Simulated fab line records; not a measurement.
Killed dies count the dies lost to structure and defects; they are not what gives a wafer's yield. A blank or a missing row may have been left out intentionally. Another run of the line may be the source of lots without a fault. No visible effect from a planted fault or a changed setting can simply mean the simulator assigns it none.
What tool caused it? ; flow rit_cmos ; 15 lots with 45 wafers sampled at 2 steps, on a route of 202 steps

== WHAT EACH GAUGE READ, for each wafer ==
Not one reading of a measure or inspect step in the record can be checked against a usual standard deviation.

== TOOL THAT RAN EACH LOT (tool first, then ch and the chambers of the sampled wafers, then the start) ==
lot;RIT_M1_METAL_ETCH_12;RIT_M1_PROBE_99
L482;rie_metal-03 ch 0,1, day 3 11:44;prober-01, day 3 13:59
L484;rie_metal-04 ch 1, day 3 20:06;-
L485;rie_metal-03 ch 0,1, day 3 23:17;prober-02, day 4 01:39
L487;rie_metal-04 ch 0,1, day 4 11:55;-
L488;rie_metal-03 ch 0, day 4 15:57;-
L489;rie_metal-02 ch 0,1, day 4 23:01;-
L490;rie_metal-04 ch 0, day 5 03:16;-
L494;rie_metal-03 ch 0,1, day 6 00:26;prober-01, day 6 02:44
L495;rie_metal-02 ch 1, day 6 05:22;-
L496;rie_metal-03 ch 0,1, day 6 12:05;prober-02, day 6 15:44
L499;rie_metal-03 ch 0,1, day 7 01:40;prober-02, day 7 03:58
L500;rie_metal-04 ch 0,1, day 7 05:58;prober-01, day 7 08:16
L502;rie_metal-02 ch 0,1, day 7 15:44;prober-01, day 7 17:59
L503;rie_metal-04 ch 0,1, day 7 21:56;prober-02, day 8 00:15
L505;rie_metal-02 ch 0,1, day 8 04:53;prober-02, day 8 07:13
- RIT_M1_METAL_ETCH_12: etches Al in Cl2/BCl3, stops on SiO2, time 165 s, target depth 600 nm.
- RIT_M1_PROBE_99

== WHAT THE TOOLS THEMSELVES READ (means of the sampled wafers that have a number; where no wafer has one, the mark that the record gives instead) ==
RIT_M1_METAL_ETCH_12. Usual: bcl3_flow_sccm 49.98 sccm, standard deviation 0.14; drypump_motor_current_A 5.6 A, standard deviation 0.37; he_backside_leak_sccm 3.34 sccm, standard deviation 0.22; oes_product_au 0.776 a.u., standard deviation 0.012; throttle_valve_pct 8.29 %, standard deviation 0.14.
lot;tool;bcl3_flow_sccm (sccm);drypump_motor_current_A (A);he_backside_leak_sccm (sccm);oes_product_au (a.u.);throttle_valve_pct (%);flag
L482;rie_metal-03;49.98;5.5;3.23;0.760;8.23;
L484;rie_metal-04;49.93;5.6;3.38;0.788;8.11;
L485;rie_metal-03;50.01;5.9;3.45;0.766;8.29;
L487;rie_metal-04;49.97;5.6;3.78;0.799;8.38;
L488;rie_metal-03;50.12;6.2;3.43;0.776;8.33;
L489;rie_metal-02;50.08;5.3;3.17;0.763;8.36;
L490;rie_metal-04;50.10;5.7;3.57;0.797;8.53;
L494;rie_metal-03;49.97;5.9;3.34;0.781;8.28;
L495;rie_metal-02;50.14;5.1;3.18;0.773;8.41;
L496;rie_metal-03;50.05;5.5;3.27;0.769;8.23;
L499;rie_metal-03;50.03;5.5;3.31;0.772;8.24;
L500;rie_metal-04;49.91;5.6;3.68;0.789;8.38;
L502;rie_metal-02;49.97;5.3;3.12;0.781;8.36;
L503;rie_metal-04;49.92;5.6;3.55;0.783;8.39;
L505;rie_metal-02;49.84;5.5;3.16;0.782;8.31;

RIT_M1_PROBE_99. Usual: defect_limited_yield 97.5 %, standard deviation 1; killed_at_M0_to_M3 0.0, standard deviation 0.14; killed_at_contacts 0.1, standard deviation 0.34; killed_at_front_end 6.6, standard deviation 2.7; killed_dies 6.7, standard deviation 2.7; killed_open 3.5, standard deviation 1.9; killed_short 3.1, standard deviation 1.8; sort_bin_3_pad_short 0.1 %, standard deviation 0.2; sort_bin_5_function 1.5 %, standard deviation 0.74; sort_bin_6_memory 0.9 %, standard deviation 0.57; sort_n_pass 257.3, standard deviation 2.7; sort_yield_pct 97.5 %, standard deviation 1.
lot;tool;defect_limited_yield (%);killed_at_M0_to_M3;killed_at_contacts;killed_at_front_end;killed_dies;killed_open;killed_short;sort_bin_3_pad_short (%);sort_bin_5_function (%);sort_bin_6_memory (%);sort_n_pass;sort_yield_pct (%);flag
L482;prober-01;98.0;0.0;0.0;5.3;5.3;2.7;2.7;0.1;1.3;0.6;258.7;98.0;
L485;prober-02;97.8;0.0;0.0;5.7;5.7;3.7;2.0;0.0;1.1;1.0;258.3;97.8;
L494;prober-01;93.2;9.7;0.3;8.0;18.0;3.7;4.7;1.3;3.8;1.7;246.0;93.2;OFF
L496;prober-02;90.9;19.0;0.0;5.0;24.0;3.7;1.3;1.4;6.5;1.2;240.0;90.9;OFF
L499;prober-02;89.8;18.3;0.7;8.0;27.0;3.3;5.3;1.8;6.2;2.3;237.0;89.8;OFF
L500;prober-01;97.8;0.0;0.0;5.7;5.7;1.7;4.0;0.1;1.3;0.8;258.3;97.8;
L502;prober-01;98.1;0.0;0.3;4.7;5.0;3.3;1.7;0.0;1.3;0.7;259.0;98.1;
L503;prober-02;97.3;0.0;0.0;7.0;7.0;2.3;4.7;0.0;1.5;1.1;257.0;97.3;
L505;prober-02;98.2;0.0;0.0;4.7;4.7;2.7;2.0;0.1;0.9;0.8;259.3;98.2;

== THE ANSWER, worked out from the rows above alone ==
Rule: a lot is off if the mean of its wafers that have a number lies more than 3 standard deviations from the usual mean. A lot without any number at a reading at which 4 lots or more have one is off too. Where the step has rows for the other lots, those lots are counted as sound. After the gauges, taken in route order, come the tools' own readings; for these a lot's mean is taken, as printed above. The first step at which some lot is off is used, and at that step the reading that is off furthest; a lot without a number counts as furthest.
Off: L494, L496, L499 (RIT_M1_PROBE_99, killed_at_M0_to_M3). Neither off nor sound, because the step has no rows for them: L484, L487, L488, L489, L490, L495.
If a tool, at that step or one of the process steps before it, ran each lot that is off and ran no sound lot following the first of them, it fits. One candidate fits, namely rie_metal-03 at RIT_M1_METAL_ETCH_12. A fault onset in the window from L485 (day 3 23:17, its last sound lot) to L494 (day 6 00:26, its first lot off) fits.

== WHAT THE SIMULATOR PUT IN ==
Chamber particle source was rie_metal-03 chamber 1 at RIT_M1_METAL_ETCH_12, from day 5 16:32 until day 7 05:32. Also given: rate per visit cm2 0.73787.
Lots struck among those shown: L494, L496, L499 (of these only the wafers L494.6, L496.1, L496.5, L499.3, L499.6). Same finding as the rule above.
